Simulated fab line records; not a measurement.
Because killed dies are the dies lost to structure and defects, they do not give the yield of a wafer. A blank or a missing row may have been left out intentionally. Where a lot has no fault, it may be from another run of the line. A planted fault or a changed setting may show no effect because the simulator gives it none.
Split-lot experiment -- flow berkeley_cmos170 -- 5 lots, 23 wafers read, on a route of 331 steps

== ON THE SPLIT ==
At UCB170_M3_COAT_10 (resist thk 900 nm), the setting resist_thk_nm was moved away from the recipe's 900 nm on 7 of the 23 wafers read, by -3.5% to +3.8%. All remaining wafers had this setting at the recipe value.

== FROM THE SPLIT TO THE READING: what the file shows between them, 4 steps ==
- UCB170_M3_SOFTBAKE_11: time 60 s
- UCB170_M3_EXPOSE_12: exposes mask METAL3, target cd 700 nm
- UCB170_M3_ETCH_17: etches BARC in N2/H2
- UCB170_M3_METAL_ETCH_18: etches Al in Cl2/BCl3, stops on SiO2, target depth 1170 nm, time 195 s

== THE READING ==
oes_product_au, in a.u., at UCB170_M3_STRIP_19 (strips in O2). Typical for fault-free wafers on this fab line: 0.549 a.u., with standard deviation 0.012 a.u.

wafer,"tool, chamber at the split","resist_thk_nm as run, nm",against the recipe,"oes_product_au, a.u.",against lot-mates on the recipe
L076.1,"litho_track-01, 0",900,recipe,0.531,-
L076.5,"litho_track-01, 0",900,recipe,0.542,-
L076.6,"litho_track-01, 0",900,recipe,0.536,-
L080.1,"litho_track-01, 0",900,recipe,0.550,-
L080.2,"litho_track-01, 0",900,recipe,0.571,-
L080.3,"litho_track-01, 0",900,recipe,0.546,-
L080.4,"litho_track-01, 0",900,recipe,0.566,-
L080.5,"litho_track-01, 0",900,recipe,0.556,-
L082.1,"litho_track-01, 0",900,recipe,0.525,-
L082.2,"litho_track-01, 0",900,recipe,0.544,-
L082.4,"litho_track-01, 0",868.1,-3.5%,0.493,-0.046
L082.5,"litho_track-01, 0",900,recipe,0.549,-
L082.6,"litho_track-01, 0",868.1,-3.5%,0.489,-0.050
L081.2,"litho_track-02, 0",900,recipe,0.558,-
L081.3,"litho_track-02, 0",918.8,+2.1%,0.568,+0.008
L081.4,"litho_track-02, 0",918.8,+2.1%,0.571,+0.011
L081.5,"litho_track-02, 0",900,recipe,0.567,-
L081.6,"litho_track-02, 0",900,recipe,0.555,-
L085.1,"litho_track-04, 0",934.3,+3.8%,0.586,+0.032
L085.2,"litho_track-04, 0",900,recipe,0.561,-
L085.4,"litho_track-04, 0",934.3,+3.8%,0.585,+0.031
L085.5,"litho_track-04, 0",900,recipe,0.546,-
L085.6,"litho_track-04, 0",934.3,+3.8%,0.599,+0.045

THE FIT
A straight line over all 23 wafers: oes_product_au changes by +0.0127 a.u. for each +1% of resist_thk_nm; r = +0.89; the points scatter about the line by 0.012 a.u.
The same after taking each lot's own level away (the mean of its wafers on the recipe; 23 wafers): +0.0106 a.u. for each +1%; r = +0.92; scatter 0.0087 a.u.
According to that fit, moving resist_thk_nm by its largest amount changes the reading by 0.04 a.u.
From 0.5363 to 0.5600 a.u.: that is the span of the lots' own levels, equal to 2.0 times the standard deviation above.
Hence the slope depends on the lot-to-lot level, as the two fits are not the same.
Check: for one of the wafers moved furthest among these (+3.8%), held out of the fit, the line's prediction against its lot-mates is +0.0393 a.u. Against them it came out at +0.0325 a.u.

== FURTHER SPLITS ON THESE WAFERS ==
Note: prior to the reading, these wafers also went through further splits. Each is held against what the fit with the lots' levels taken away leaves over:
other split on the same wafers,wafers away from the commonest value,r with oes_product_au (lot level and that fit taken away)
UCB170_M3_SPUTTER_01 time_s,6,-0.11

== THE WHOLE CHAIN: every reading that the file lists as answering this split, in the file's order ==
step,what it does,reading,change (the file's fit),r (the file's)
UCB170_M3_COAT_10,resist thk 900 nm,"KrF_of_M3_COAT_10.thk_nm (the simulator's own value, which no gauge read)",+9.15 nm for each +1% of the setting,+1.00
UCB170_M3_METAL_ETCH_18,"etches Al in Cl2/BCl3, stops on SiO2, target depth 1170 nm, time 195 s","KrF_of_M3_COAT_10.thk_nm (the simulator's own value, which no gauge read)",+9.72 nm for each +1% of the setting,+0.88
UCB170_M3_STRIP_19,strips in O2,oes_product_au,+0.0105 a.u. for each +1% of the setting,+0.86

== FILE'S OWN FIT ==
oes_product_au changes by +0.0105 a.u. for each +1% of resist_thk_nm, r = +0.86.
